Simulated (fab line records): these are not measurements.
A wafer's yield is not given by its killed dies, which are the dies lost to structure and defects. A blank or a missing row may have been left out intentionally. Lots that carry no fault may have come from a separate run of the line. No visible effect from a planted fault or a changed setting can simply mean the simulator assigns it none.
2 desks, one fault | flow berkeley cmos170 | what lay behind the numbers comes last; until then each desk has only its own

TOOL OWNER'S DESK, pvd sputter-01
The tool's own readings at UCB170_M1_SPUTTER_00 (material Al, target thk 600 nm, time 80 s): means of the sampled wafers that have a number, for each lot that ran on this tool. Marked OUT: a lot whose mean sits more than 4 standard deviations from the usual mean, which makes it out of limits; the brackets give that distance.
Columns: A = throttle valve pct at UCB170_M1_SPUTTER_00, usual 30.5 %
lot  | first seen here | A
L783 | day 7 07:59     | 30.5
L788 | day 8 07:16     | 30.3
L790 | day 9 04:08     | 30.3
L793 | day 9 07:27     | 30.4
L795 | day 10 01:39    | 30.2
L798 | day 10 16:22    | 30.3
This desk found nothing out of limits on any of the 6 lots.

AT THE METROLOGY DESK
Means of the sampled wafers that have a number, per lot and without regard to the tool the lot ran on: this is what the gauges read. Marked OUT: a lot whose mean sits more than 4 standard deviations from the usual mean, which makes it out of limits; the brackets give that distance.
Columns: A = CONTACT_OVL at UCB170_CONTACT_OVL_MEAS_16, usual 5 nm; B = M1_AL_RS at UCB170_M1_RS_MEAS_01, usual 0.0487 ohm/sq; C = M1_AL_THK at UCB170_M1_THK_MEAS_02, usual 599 nm
lot  | first seen here | A  | B                 | C
L781 | day 7 06:14     | 5  | 0.0488            | 601
L783 | day 7 07:04     | 4  | 0.0481            | 607
L784 | day 7 11:07     | 8  | 0.0488            | 597
L786 | day 7 19:35     | 7  | 0.0495            | 591
L785 | day 7 19:50     | 12 | 0.0495            | 587
L787 | day 8 06:19     | 8  | 0.0491            | 592
L788 | day 8 06:40     | 0  | 0.0492            | 589
L789 | day 9 01:15     | 11 | 0.0484            | 601
L790 | day 9 01:22     | 1  | 0.0486            | 605
L791 | day 9 05:41     | 2  | 0.0486            | 600
L792 | day 9 06:30     | 7  | 0.0486            | 597
L793 | day 9 06:38     | 9  | 0.0492            | 592
L795 | day 10 01:03    | 4  | 0.0534 (+6.4) OUT | 548 (-5.8) OUT
L798 | day 10 15:46    | -1 | 0.0543 (+7.5) OUT | 536 (-7.1) OUT
Finding of this desk: L795, L798 out of limits, first seen on L795 at day 10 01:43 (M1_AL_RS at UCB170_M1_RS_MEAS_01). Within limits: L781, L783, L784, L786, L785, L787, L788, L789, L790, L791, L792, L793.

PUT TOGETHER
An alarm was possible from the metrology desk at day 10 01:43, on L795, L798.
The tool owner's desk saw nothing out of limits.
On record at the tool owner's desk: L795, L798, within its limits.
All the named lots went through UCB170_M1_SPUTTER_00 on pvd sputter-01.

WHAT HAD BEEN PUT IN BY THE SIMULATOR
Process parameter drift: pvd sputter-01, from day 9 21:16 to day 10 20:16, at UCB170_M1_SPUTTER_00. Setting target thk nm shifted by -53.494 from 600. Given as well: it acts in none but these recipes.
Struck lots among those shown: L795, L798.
Time in hours between the start of the fault and the first out-of-limits reading at each desk: metrology desk, 4.
